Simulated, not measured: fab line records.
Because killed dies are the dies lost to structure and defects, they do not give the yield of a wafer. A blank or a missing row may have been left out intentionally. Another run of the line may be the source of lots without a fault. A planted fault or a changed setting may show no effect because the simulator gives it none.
Which tool is to blame?    flow berkeleyCmos170    Sampling: 7 lots, 21 wafers, 2 of 331 route steps

WHAT THE GAUGES SHOWED, per wafer
UCB170_PLDD_OVL_MEAS_07.
lot   measured      on          PLDD_OVL (nm)
L822  day 7 05:26   overlay-01  2 3 -1
L825  day 8 06:19   overlay-02  3 -6 -8
L826  day 8 06:58   overlay-02  3 4 -1
L830  day 9 04:48   overlay-01  -2 -1 3
L837  day 10 07:58  overlay-01  11 2 10
L842  day 11 15:33  overlay-02  103 112 102
L845  day 12 00:28  overlay-02  1 6 8

WHICH TOOL RAN EACH LOT (tool, then ch and the chambers of the sampled wafers, then the start)
lot   UCB170_PLDD_EXPOSE_03
L822  krfScanner-01 ch 0, day 7 04:34
L825  krfScanner-01 ch 0, day 8 05:19
L826  krfScanner-01 ch 0, day 8 06:08
L830  krfScanner-02 ch 0, day 9 03:50
L837  krfScanner-02 ch 0, day 10 06:50
L842  krfScanner-01 ch 0, day 11 14:56
L845  krfScanner-02 ch 0, day 11 23:44
- UCB170_PLDD_EXPOSE_03: exposes mask PSELECT, target cd 1200 nm.

THE ANSWER, worked out from the rows above alone
Rule: the usual values come from the lots themselves. The widest of any qualifying gaps counts: lots, ordered by their means at a reading, are off when they make up no more than a third of the lots, leave a main group of 4 or more, and stand apart from it by 3 or more times the standard deviation of that group's means. Not used: any main group whose means are identical at the precision the tables above print for the reading. Also off: a lot with no number at a reading for which 4 or more lots have one. All remaining lots with rows at the step are treated as sound.
Off: L842, at UCB170_PLDD_OVL_MEAS_07 (PLDD_OVL). Main group: mean 2 nm, sd 3.6.
A tool fits if, at a process step before that reading, it ran every lot that is off, and no sound lot after the first of them. The gauges at UCB170_PLDD_OVL_MEAS_07 are tried like those tools. One candidate fits, namely krfScanner-01 at UCB170_PLDD_EXPOSE_03. A fault onset in the window from L826 (day 8 06:08, its last sound lot) to L842 (day 11 14:56, its first lot off) fits.

WHAT THE SIMULATOR HAD INSERTED
Scanner matching overlay: krfScanner-01, from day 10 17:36 on, at UCB170_PLDD_EXPOSE_03. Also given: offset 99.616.
Shown lots that were struck: L842. Same finding as the rule above.
